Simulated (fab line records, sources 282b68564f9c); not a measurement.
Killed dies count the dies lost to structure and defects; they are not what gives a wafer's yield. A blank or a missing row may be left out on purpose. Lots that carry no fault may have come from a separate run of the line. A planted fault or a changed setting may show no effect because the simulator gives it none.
fab line records + flow rit-cmos
[record]
- lots = 13
- wafers = 39
- last-day = 6
route steps=202 shown NWELL@31 PWELL@45 REOX@102 CONTACT@177 M1@202
lots with no fault: from the same line, run without faults
start-h: the number of hours between the record's first day and the start of the first shown wafer of the lot + wait-h: time in hours since the lot's previous step + " identical to the entry in the row above + L1.1+2: a row that stands for several wafers + - no value present, or no start provided + * or withheld: withheld + < > ~ a bound
route shown NAME@n: names a module that has steps shown in the file, with the first one's number in the route + usual: mean/standard deviation taken from wafers without a fault + same: alike in all rows + chamber/n: place in a boat + sites: the reading at each site + _std_site: their standard deviation + _edge_site: mean of outer sites minus mean of inner sites + radius-mm: for every site, how far away it sits from the centre of the wafer + mask NAME#n: copy n + behind: the tool/chamber that last shaped the wafer + hold: the reason the lot was held/the length of the hold in hours/how it ended + device: which transistor (n, p or np) failed to switch + end of line: at the end of the route, the tests of the same wafers + a step without rows: its recipe alone + killed: dies that structure and defects cost at the first sort, which is not the same as the wafer's yield + map: shows each die of a wafer: x if killed, . if not, _ if none is there
set.NAME: setting as actually run; set.NAME@STEP: the setting as run at that earlier step + model.NAME: the simulator's own value behind a step, which no gauge read
route steps across a sampled set of lots; one table per step, one row per wafer
services: a tool's chamber out of use, with start hour (start-h, from the record's first day; less than 0 if before it), hours out, and reason
[[steps]]
[step RIT_NWELL_EXPOSE_03]
[recipe]
- mask-id = M2
- na = 0.57
- target-cd-nm = 43900
- dose-mj = 250
| lot.wafer  | tool             | chamber | start-h | wait-h | mask |
|------------|------------------|---------|---------|--------|------|
| L621.2+4+6 | iline-stepper-02 | 0       | 20.82   | 0.1    | M2#0 |
| L623.1+3+5 | iline-stepper-01 | 0       | 32.58   | 0.2    | M2#0 |
| L624.2+3+4 | iline-stepper-01 | 0       | 38.96   | 0.1    | M2#0 |
| L625.1+2+5 | iline-stepper-02 | 0       | 48.50   | 0.2    | M2#0 |
| L626.2+3+5 | iline-stepper-02 | 0       | 52.48   | 0.1    | M2#0 |
| L627.1+4+5 | iline-stepper-02 | 0       | 55.87   | 0.1    | M2#0 |
| L628.2+4+6 | iline-stepper-01 | 0       | 60.38   | 0.2    | M2#0 |
| L629.2+3+4 | iline-stepper-02 | 0       | 64.43   | 0.2    | M2#0 |
| L630.4+5+6 | iline-stepper-02 | 0       | 68.29   | 0.1    | M2#0 |
| L631.3+5+6 | iline-stepper-01 | 0       | 72.48   | 0.2    | M2#0 |
| L632.3+4+6 | iline-stepper-02 | 0       | 76.60   | 0.2    | M2#0 |
| L633.1+4+6 | iline-stepper-02 | 0       | 85.66   | 0.1    | M2#0 |
| L636.1+3+5 | iline-stepper-01 | 0       | 100.01  | 0.2    | M2#0 |
[step RIT_NWELL_OVL_MEAS_06]
[usual]
- NWELL_OVL = -0.4/1.1
| lot.wafer | tool       | chamber | start-h | wait-h | NWELL_OVL[nm] |
|-----------|------------|---------|---------|--------|---------------|
| L621.2    | overlay-01 | -       | 21.23   | -      | 0.3           |
| L621.4    | "          | -       | "       | "      | -0.1          |
| L621.6    | "          | -       | "       | "      | 0.2           |
| L623.1    | overlay-01 | -       | 33.01   | -      | -0.1          |
| L623.3    | "          | -       | "       | "      | 0.7           |
| L623.5    | "          | -       | "       | "      | 1.0           |
| L624.2    | overlay-01 | -       | 39.38   | -      | -2.0          |
| L624.3    | "          | -       | "       | "      | -2.8          |
| L624.4    | "          | -       | "       | "      | -1.5          |
| L625.1    | overlay-02 | -       | 48.93   | -      | -1.2          |
| L625.2    | "          | -       | "       | "      | -0.5          |
| L625.5    | "          | -       | "       | "      | -1.3          |
| L626.2    | overlay-02 | -       | 52.90   | -      | 2.0           |
| L626.3    | "          | -       | "       | "      | 0.1           |
| L626.5    | "          | -       | "       | "      | 0.5           |
| L627.1    | overlay-02 | -       | 56.30   | -      | -1.8          |
| L627.4    | "          | -       | "       | "      | -1.9          |
| L627.5    | "          | -       | "       | "      | 0.0           |
| L628.2    | overlay-01 | -       | 60.80   | -      | 1.7           |
| L628.4    | "          | -       | "       | "      | 1.2           |
| L628.6    | "          | -       | "       | "      | 0.7           |
| L629.2    | overlay-02 | -       | 64.88   | -      | -1.4          |
| L629.3    | "          | -       | "       | "      | -2.0          |
| L629.4    | "          | -       | "       | "      | -0.7          |
| L630.4    | overlay-02 | -       | 68.68   | -      | -0.3          |
| L630.5    | "          | -       | "       | "      | 0.8           |
| L630.6    | "          | -       | "       | "      | 0.6           |
| L631.3    | overlay-01 | -       | 72.88   | -      | -1.0          |
| L631.5    | "          | -       | "       | "      | -0.9          |
| L631.6    | "          | -       | "       | "      | -1.6          |
| L632.3    | overlay-01 | -       | 77.00   | -      | -1.7          |
| L632.4    | "          | -       | "       | "      | -1.1          |
| L632.6    | "          | -       | "       | "      | -0.5          |
| L633.1    | overlay-02 | -       | 86.09   | -      | -0.1          |
| L633.4    | "          | -       | "       | "      | -0.6          |
| L633.6    | "          | -       | "       | "      | -0.6          |
| L636.1    | overlay-02 | -       | 100.44  | -      | 3.6           |
| L636.3    | "          | -       | "       | "      | 2.4           |
| L636.5    | "          | -       | "       | "      | 4.1           |
[step RIT_PWELL_OVL_MEAS_06]
[usual]
- PWELL_OVL = -0.4/1.3
| lot.wafer | tool       | chamber | start-h | wait-h | PWELL_OVL[nm] |
|-----------|------------|---------|---------|--------|---------------|
| L621.2    | overlay-01 | -       | 22.79   | -      | 0.0           |
| L621.4    | "          | -       | "       | "      | 0.2           |
| L621.6    | "          | -       | "       | "      | -1.9          |
| L623.1    | overlay-02 | -       | 34.56   | -      | -1.4          |
| L623.3    | "          | -       | "       | "      | -1.4          |
| L623.5    | "          | -       | "       | "      | -2.2          |
| L624.2    | overlay-02 | -       | 41.12   | -      | -0.2          |
| L624.3    | "          | -       | "       | "      | -0.9          |
| L624.4    | "          | -       | "       | "      | 0.5           |
| L625.1    | overlay-01 | -       | 50.48   | -      | -0.4          |
| L625.2    | "          | -       | "       | "      | -1.7          |
| L625.5    | "          | -       | "       | "      | -1.8          |
| L626.2    | overlay-01 | -       | 54.57   | -      | -0.8          |
| L626.3    | "          | -       | "       | "      | -0.7          |
| L626.5    | "          | -       | "       | "      | 0.1           |
| L627.1    | overlay-02 | -       | 58.09   | -      | -0.9          |
| L627.4    | "          | -       | "       | "      | 0.1           |
| L627.5    | "          | -       | "       | "      | 1.5           |
| L628.2    | overlay-01 | -       | 62.35   | -      | -3.3          |
| L628.4    | "          | -       | "       | "      | -3.0          |
| L628.6    | "          | -       | "       | "      | -3.2          |
| L629.2    | overlay-02 | -       | 66.44   | -      | 0.8           |
| L629.3    | "          | -       | "       | "      | -1.1          |
| L629.4    | "          | -       | "       | "      | -0.2          |
| L630.4    | overlay-02 | -       | 70.36   | -      | 0.5           |
| L630.5    | "          | -       | "       | "      | -0.6          |
| L630.6    | "          | -       | "       | "      | -0.9          |
| L631.3    | overlay-01 | -       | 74.44   | -      | 0.5           |
| L631.5    | "          | -       | "       | "      | -1.5          |
| L631.6    | "          | -       | "       | "      | -1.2          |
| L632.3    | overlay-01 | -       | 78.55   | -      | -0.9          |
| L632.4    | "          | -       | "       | "      | -0.4          |
| L632.6    | "          | -       | "       | "      | 0.1           |
| L633.1    | overlay-02 | -       | 87.78   | -      | -1.3          |
| L633.4    | "          | -       | "       | "      | 0.3           |
| L633.6    | "          | -       | "       | "      | 1.1           |
| L636.1    | overlay-02 | -       | 102.58  | -      | -2.9          |
| L636.3    | "          | -       | "       | "      | -2.3          |
| L636.5    | "          | -       | "       | "      | -2.0          |
[step RIT_REOX_THK_MEAS_04]
[recipe]
- reads = SiO2_of_REOX_OXIDATION_03
[usual]
- REOX_OXIDE_THK = 25.5/0.45
| lot.wafer | tool          | chamber | start-h | wait-h | REOX_OXIDE_THK[nm] |
|-----------|---------------|---------|---------|--------|--------------------|
| L621.2    | film-metro-01 | -       | 51.25   | 0.0    | 24.7               |
| L621.4    | "             | -       | "       | "      | 24.5               |
| L621.6    | "             | -       | "       | "      | 24.5               |
| L623.1    | film-metro-03 | -       | 59.45   | 0.0    | 25.6               |
| L623.3    | "             | -       | "       | "      | 25.3               |
| L623.5    | "             | -       | "       | "      | 25.4               |
| L624.2    | film-metro-03 | -       | 64.61   | 0.0    | 25.1               |
| L624.3    | "             | -       | "       | "      | 25.4               |
| L624.4    | "             | -       | "       | "      | 25.4               |
| L625.1    | film-metro-01 | -       | 72.24   | 0.0    | 25.9               |
| L625.2    | "             | -       | "       | "      | 26.2               |
| L625.5    | "             | -       | "       | "      | 25.7               |
| L626.2    | film-metro-03 | -       | 75.67   | 0.0    | 24.8               |
| L626.3    | "             | -       | "       | "      | 25.3               |
| L626.5    | "             | -       | "       | "      | 24.7               |
| L627.1    | film-metro-01 | -       | 80.57   | 0.0    | 25.5               |
| L627.4    | "             | -       | "       | "      | 25.9               |
| L627.5    | "             | -       | "       | "      | 25.9               |
| L628.2    | film-metro-02 | -       | 87.69   | 0.0    | 25.9               |
| L628.4    | "             | -       | "       | "      | 25.2               |
| L628.6    | "             | -       | "       | "      | 25.8               |
| L629.2    | film-metro-03 | -       | 87.69   | 0.0    | 26.3               |
| L629.3    | "             | -       | "       | "      | 26.1               |
| L629.4    | "             | -       | "       | "      | 26.3               |
| L630.4    | film-metro-02 | -       | 93.72   | 0.0    | 26.0               |
| L630.5    | "             | -       | "       | "      | 26.3               |
| L630.6    | "             | -       | "       | "      | 26.1               |
| L631.3    | film-metro-01 | -       | 94.87   | 0.0    | 25.3               |
| L631.5    | "             | -       | "       | "      | 25.3               |
| L631.6    | "             | -       | "       | "      | 25.3               |
| L632.3    | film-metro-01 | -       | 101.35  | 0.0    | 25.7               |
| L632.4    | "             | -       | "       | "      | 25.2               |
| L632.6    | "             | -       | "       | "      | 25.5               |
| L633.1    | film-metro-02 | -       | 107.93  | 0.0    | 25.4               |
| L633.4    | "             | -       | "       | "      | 25.3               |
| L633.6    | "             | -       | "       | "      | 25.4               |
| L636.1    | film-metro-01 | -       | 123.46  | 0.0    | 24.6               |
| L636.3    | "             | -       | "       | "      | 24.8               |
| L636.5    | "             | -       | "       | "      | 24.8               |
[step RIT_CONTACT_OVL_MEAS_09]
[usual]
- CONTACT_OVL = -1.3/1.6
| lot.wafer | tool       | chamber | start-h | wait-h | CONTACT_OVL[nm] |
|-----------|------------|---------|---------|--------|-----------------|
| L621.2    | overlay-02 | -       | 62.22   | 0.1    | 0.7             |
| L621.4    | "          | -       | "       | "      | 1.4             |
| L621.6    | "          | -       | "       | "      | -0.3            |
| L623.1    | overlay-02 | -       | 71.01   | 0.1    | 0.3             |
| L623.3    | "          | -       | "       | "      | 0.6             |
| L623.5    | "          | -       | "       | "      | 0.7             |
| L624.2    | overlay-01 | -       | 75.93   | 0.1    | -2.2            |
| L624.3    | "          | -       | "       | "      | -3.8            |
| L624.4    | "          | -       | "       | "      | -2.5            |
| L625.1    | overlay-01 | -       | 83.49   | 0.1    | -2.3            |
| L625.2    | "          | -       | "       | "      | -1.7            |
| L625.5    | "          | -       | "       | "      | -0.9            |
| L626.2    | overlay-01 | -       | 87.84   | 0.1    | -2.9            |
| L626.3    | "          | -       | "       | "      | -1.4            |
| L626.5    | "          | -       | "       | "      | -3.0            |
| L627.1    | overlay-01 | -       | 92.11   | 0.1    | -0.7            |
| L627.4    | "          | -       | "       | "      | -1.2            |
| L627.5    | "          | -       | "       | "      | -1.3            |
| L628.2    | overlay-02 | -       | 99.31   | 0.1    | -1.6            |
| L628.4    | "          | -       | "       | "      | -1.3            |
| L628.6    | "          | -       | "       | "      | -2.9            |
| L629.2    | overlay-01 | -       | 99.70   | 0.1    | -2.4            |
| L629.3    | "          | -       | "       | "      | -2.8            |
| L629.4    | "          | -       | "       | "      | -3.1            |
| L630.4    | overlay-01 | -       | 105.36  | 0.1    | 1.1             |
| L630.5    | "          | -       | "       | "      | 2.0             |
| L630.6    | "          | -       | "       | "      | 0.4             |
| L631.3    | overlay-01 | -       | 106.79  | 0.1    | -0.5            |
| L631.5    | "          | -       | "       | "      | -1.0            |
| L631.6    | "          | -       | "       | "      | -0.1            |
| L632.3    | overlay-02 | -       | 112.82  | 0.1    | -2.6            |
| L632.4    | "          | -       | "       | "      | -1.9            |
| L632.6    | "          | -       | "       | "      | -3.0            |
| L633.1    | overlay-02 | -       | 119.10  | 0.1    | 1.3             |
| L633.4    | "          | -       | "       | "      | -0.7            |
| L633.6    | "          | -       | "       | "      | 1.1             |
| L636.1    | overlay-02 | -       | 135.03  | 0.1    | -0.2            |
| L636.3    | "          | -       | "       | "      | -0.3            |
| L636.5    | "          | -       | "       | "      | -1.3            |
[step RIT_M1_PROBE_99]
[usual]
- killed_at_M0_to_M3 = 0.0/0.083
- killed-at-contacts = 0.1/0.23
- killed-at-front-end = 6.2/2.8
- killed-dies = 6.3/2.7
- killed-on-rim = 1.7/1.3
- killed-open = 3.1/2
- killed-short = 3.2/1.8
[same]
- gross-dies = 264
- killed_at_M4_up = 0
- killed-at-back-side = 0
- killed-at-other = 0
| lot.wafer | tool      | chamber | start-h | wait-h | killed_at_M0_to_M3 | killed-at-contacts | killed-at-front-end | killed-dies | killed-on-rim | killed-open | killed-short |
|-----------|-----------|---------|---------|--------|--------------------|--------------------|---------------------|-------------|---------------|-------------|--------------|
| L624.2    | prober-01 | -       | 81.26   | 0.1    | 0                  | 0                  | 5                   | 5           | 1             | 2           | 3            |
| L624.3    | prober-01 | -       | 81.31   | 0.2    | 0                  | 0                  | 6                   | 6           | 1             | 1           | 5            |
| L624.4    | prober-01 | -       | 81.36   | 0.2    | 0                  | 0                  | 8                   | 8           | 0             | 4           | 4            |
| L625.1    | prober-02 | -       | 88.66   | 0.1    | 0                  | 0                  | 8                   | 8           | 2             | 1           | 7            |
| L625.2    | prober-02 | -       | 88.71   | 0.1    | 0                  | 0                  | 5                   | 5           | 0             | 2           | 3            |
| L625.5    | prober-02 | -       | 88.86   | 0.2    | 0                  | 0                  | 7                   | 7           | 4             | 4           | 3            |
| L633.1    | prober-01 | -       | 124.20  | 0.1    | 0                  | 0                  | 7                   | 7           | 0             | 5           | 2            |
| L633.4    | prober-01 | -       | 124.35  | 0.2    | 0                  | 0                  | 3                   | 3           | 1             | 0           | 3            |
| L633.6    | prober-01 | -       | 124.45  | 0.2    | 0                  | 0                  | 8                   | 8           | 6             | 4           | 4            |
| L636.1    | prober-02 | -       | 140.07  | 0.1    | 0                  | 0                  | 6                   | 6           | 3             | 0           | 6            |
| L636.3    | prober-02 | -       | 140.17  | 0.2    | 0                  | 0                  | 2                   | 2           | 1             | 1           | 1            |
| L636.5    | prober-02 | -       | 140.27  | 0.2    | 0                  | 0                  | 10                  | 10          | 2             | 7           | 3            |
// killed by level:class
L624.2 GATE:geometric-particle:short=2 GATE:geometric-particle:open=1 REOX:geometric-particle:short=1 SPACER:geometric-particle:open=1
L624.3 FOX2:geometric-particle:short=2 GATE:geometric-particle:short=1 REOX:geometric-particle:open=1 REOX:geometric-particle:short=1 SILICIDE:geometric-particle:short=1
L624.4 GATE:geometric-particle:open=3 REOX:geometric-particle:short=2 GATE:geometric-particle:short=1 SILICIDE:geometric-particle:open=1 SILICIDE:geometric-particle:short=1
L625.1 FOX1:geometric-particle:short=3 GATE:geometric-particle:short=3 ACTIVE:geometric-particle:short=1 GATE:geometric-particle:open=1
L625.2 GATE:geometric-particle:short=2 FOX1:geometric-particle:short=1 GATE:geometric-particle:open=1 SPACER:geometric-particle:open=1
L625.5 FOX1:geometric-particle:short=2 GATE:geometric-particle:open=2 FOX1:geometric-particle:open=1 GATE:geometric-particle:short=1 SPACER:geometric-particle:open=1
L633.1 GATE:geometric-particle:open=3 FOX2:geometric-particle:open=1 GATE:geometric-particle:short=1 REOX:geometric-particle:open=1 SPACER:geometric-particle:short=1
L633.4 GATE:geometric-particle:short=2 REOX:geometric-particle:short=1
L633.6 GATE:geometric-particle:short=3 FOX2:geometric-particle:open=1 GATE:geometric-particle:open=1 REOX:geometric-particle:open=1 SPACER:geometric-particle:short=1 SILICIDE:geometric-particle:open=1
L636.1 SPACER:geometric-particle:short=2 FOX1:geometric-particle:short=1 FOX2:geometric-particle:short=1 GATE:geometric-particle:short=1 REOX:geometric-particle:short=1
L636.3 GATE:geometric-particle:open=1 GATE:geometric-particle:short=1
L636.5 GATE:geometric-particle:open=4 GATE:geometric-particle:short=2 FOX1:geometric-particle:open=1 REOX:geometric-particle:short=1 REOX:geometric-particle:open=1 SILICIDE:geometric-particle:open=1
[[services]]
| tool             | chamber | start-h | hours | kind   |
|------------------|---------|---------|-------|--------|
| iline-stepper-01 | -       | 11.65   | 16.4  | repair |
| iline-stepper-02 | -       | 39.52   | 1.7   | pm     |
| iline-stepper-01 | -       | 64.65   | 1.1   | repair |
[[key]]
[first-sign]
- step = RIT_NWELL_OVL_MEAS_06
- reading = NWELL_OVL
- direction = up
- sigmas = 3.3
- usual = -0.4
- struck = 3.4
effect none on later readings
met-at RIT_NWELL_EXPOSE_03
struck-lots L636
tester-left-out L636
not-acting-at RIT_PWELL_OVL_MEAS_06,RIT_REOX_THK_MEAS_04,RIT_CONTACT_OVL_MEAS_09
onset-between 72.48 100.01
also-fits time
[fault]
- kind = scanner-matching-overlay
- tool = iline-stepper-01
- chamber = -
- onset-h = 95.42
- steps = RIT_NWELL_EXPOSE_03
- offset = 2.4449
// tester-left-out: of these lots the tester's yield and bins aren't shown, on N5 and GAA mostly nor the transistor test; their killed dies are dies lost to structure and defects alone, not to doping, threshold or leakage, so they don't give the yield
